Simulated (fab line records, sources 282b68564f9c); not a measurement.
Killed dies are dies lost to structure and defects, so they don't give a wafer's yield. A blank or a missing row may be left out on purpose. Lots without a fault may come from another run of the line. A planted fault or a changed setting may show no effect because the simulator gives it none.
A struck lot beside a sound one | flow rit_cmos | 14 steps out of a route of 202
Sound: wafers L938.1, L938.2, L938.6. Struck: wafers L929.2, L929.4, L929.6. The cause comes at the end.
At each step with rows: each side's tool, then ch and its chambers, then its first start. Under that, the readings that differ: sound wafers | struck wafers | difference of the means | sigmas: that difference in standard deviations of wafers without a fault.
alike: readings whose means differ by less than 2 such deviations, and words and numbers that are the same on both sides. not compared: withheld readings, readings that some wafer has no value for, bounds like >300 that may hide the same value, and numbers for which the record gives no deviation and whose values overlap.
The two part at a step that has a row with sigmas, a row that says differs or no value, or rows on one side only. Numbers that don't overlap but have no deviation are shown without sigmas and don't part them. A reading that every wafer of one side lacks parts them only if that side has two wafers or more.

first, 3 steps without rows for these wafers: RIT_NWELL_EXPOSE_03 (exposes mask M2, target cd 43900 nm); RIT_NWELL_PEB_04; RIT_NWELL_DEVELOP_05 (develop time 68 s).
RIT_NWELL_OVL_MEAS_06:
  sound on overlay-02, day 5 19:24; struck on overlay-02, day 3 17:59
  alike: NWELL_OVL
then, 2 steps without rows for these wafers: RIT_NWELL_HARDBAKE_07 (time 120 s); RIT_NWELL_IMPLANT_08.
RIT_NWELL_STRIP_09: strips in O2, time 180 s.
  sound on plasma_asher-01 ch 0,1, day 5 19:50; struck on plasma_asher-02 ch 0,1, day 3 18:25
  alike: chamber_pressure_mTorr, drypump_motor_current_A
  not compared: rf_hours_counter_h
RIT_NWELL_TW_MEAS_10:
  sound on film_metro-03, day 5 20:01; struck on film_metro-04, day 3 18:36
  alike: NWELL_TW
then, 2 steps without rows for these wafers: RIT_PWELL_HMDS_00 (prime time 60 s); RIT_PWELL_COAT_01 (resist thk 1300 nm).
RIT_PWELL_SOFTBAKE_02: time 61.06 s.
  sound on litho_track-01 ch 0, day 5 20:22; struck on litho_track-03 ch 0, day 3 18:59
  alike: plate_sensor_t_centre_C, plate_sensor_t_edge_C
then, 1 step without rows for these wafers: RIT_PWELL_EXPOSE_03 (exposes mask M3, target cd 43700 nm).
RIT_PWELL_PEB_04:
  sound on litho_track-03 ch 0, day 5 20:46; struck on litho_track-01, day 3 19:14
  reading         | sound          | struck | difference                    | sigmas
  exhaust_pa (Pa) | 45.0 45.4 45.4 | - - -  | no value on the struck wafers |
  not compared: chill_plate_temp_C
then, 1 step without rows for these wafers: RIT_PWELL_DEVELOP_05 (develop time 68 s).

WHERE THEY PART
Only at RIT_PWELL_PEB_04, within this record.

WHY: what the simulator had put in
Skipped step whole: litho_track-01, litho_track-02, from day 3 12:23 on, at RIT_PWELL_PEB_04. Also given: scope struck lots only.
